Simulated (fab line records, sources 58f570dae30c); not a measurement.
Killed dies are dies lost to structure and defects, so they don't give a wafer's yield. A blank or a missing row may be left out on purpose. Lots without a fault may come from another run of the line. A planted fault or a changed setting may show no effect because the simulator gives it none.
Split-lot experiment | flow berkeley_cmos170 | 5 lots, 23 wafers read, on a route of 331 steps

THE SPLIT
At UCB170_PWELL_CVD_05 (deposits Si3N4 from SiH2Cl2/NH3, target thk 220 nm, time 3300 s), the setting temp_c was moved away from the recipe's 800 C on 15 of the 23 wafers read, by -2.7% to +1.6%. The other wafers ran this setting at the recipe's value.

FROM THE SPLIT TO THE READING: what the file shows between them, 4 steps
- UCB170_PWELL_THK_MEAS_06
- UCB170_PWELL_HMDS_07: prime time 60 s
- UCB170_PWELL_COAT_08: resist thk 900 nm
- UCB170_PWELL_DEVELOP_12: develop time 45 s

THE READING
oes_product_au, in a.u., at UCB170_PWELL_ETCH_14 (etches Si3N4 in CH3F/Ar/O2, stops on SiO2, target depth 242 nm, time 151 s). Fault-free wafers of this fab line usually give 0.939 a.u., standard deviation 0.014 a.u..

wafer  | tool, chamber at the split | temp_c as run, C | against the recipe | oes_product_au, a.u. | against lot-mates on the recipe
L075.1 | -, -                       | 812.4            | +1.6%              | 0.997                | no lot-mate on the recipe
L075.2 | -, -                       | 812.4            | +1.6%              | 1.009                | no lot-mate on the recipe
L075.3 | -, -                       | 812.4            | +1.6%              | 0.993                | no lot-mate on the recipe
L075.4 | -, -                       | 812.4            | +1.6%              | 1.000                | no lot-mate on the recipe
L075.5 | -, -                       | 812.4            | +1.6%              | 0.994                | no lot-mate on the recipe
L078.3 | lpcvd-01, 1                | 800              | recipe             | 0.931                | -
L078.5 | lpcvd-01, 1                | 800              | recipe             | 0.950                | -
L078.6 | lpcvd-01, 1                | 800              | recipe             | 0.934                | -
L079.2 | -, -                       | 800              | recipe             | 0.930                | -
L079.3 | -, -                       | 800              | recipe             | 0.923                | -
L079.4 | -, -                       | 800              | recipe             | 0.918                | -
L079.5 | -, -                       | 800              | recipe             | 0.933                | -
L079.6 | -, -                       | 800              | recipe             | 0.951                | -
L082.1 | -, -                       | 778.4            | -2.7%              | 0.753                | no lot-mate on the recipe
L082.2 | -, -                       | 778.4            | -2.7%              | 0.770                | no lot-mate on the recipe
L082.3 | -, -                       | 778.4            | -2.7%              | 0.761                | no lot-mate on the recipe
L082.4 | -, -                       | 778.4            | -2.7%              | 0.743                | no lot-mate on the recipe
L082.5 | -, -                       | 778.4            | -2.7%              | 0.770                | no lot-mate on the recipe
L084.2 | -, -                       | 784.4            | -2.0%              | 0.821                | no lot-mate on the recipe
L084.3 | -, -                       | 784.4            | -2.0%              | 0.817                | no lot-mate on the recipe
L084.4 | -, -                       | 784.4            | -2.0%              | 0.794                | no lot-mate on the recipe
L084.5 | -, -                       | 784.4            | -2.0%              | 0.786                | no lot-mate on the recipe
L084.6 | -, -                       | 784.4            | -2.0%              | 0.818                | no lot-mate on the recipe

THE FIT
A straight line over all 23 wafers: oes_product_au changes by +0.0578 a.u. for each +1% of temp_c; r = +0.99; the points scatter about the line by 0.015 a.u..
Too few moved wafers have a lot-mate on the recipe to fit a line with each lot's own level taken away.

THE WHOLE CHAIN: every reading that the file lists as answering this split, in the file's order
step                     | what it does                                                               | reading                                                                       | change (the file's fit)                  | r (the file's)
UCB170_PWELL_CVD_05      | deposits Si3N4 from SiH2Cl2/NH3, target thk 220 nm, time 3300 s            | Si3N4_of_PWELL_CVD_05.thk_nm (the simulator's own value, which no gauge read) | +29.3 nm for each +1% of the setting     | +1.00
UCB170_PWELL_THK_MEAS_06 |                                                                            | PWELL_NITRIDE_THK                                                             | +29.3 for each +1% of the setting        | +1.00
UCB170_PWELL_ETCH_14     | etches Si3N4 in CH3F/Ar/O2, stops on SiO2, target depth 242 nm, time 151 s | oes_product_au                                                                | +0.0577 a.u. for each +1% of the setting | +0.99
UCB170_PWELL_ETCH_14     | etches Si3N4 in CH3F/Ar/O2, stops on SiO2, target depth 242 nm, time 151 s | etch.depth_nm (the simulator's own value, which no gauge read)                | +23 nm for each +1% of the setting       | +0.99

THE FILE'S OWN FIT
oes_product_au changes by +0.0577 a.u. for each +1% of temp_c, r = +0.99.
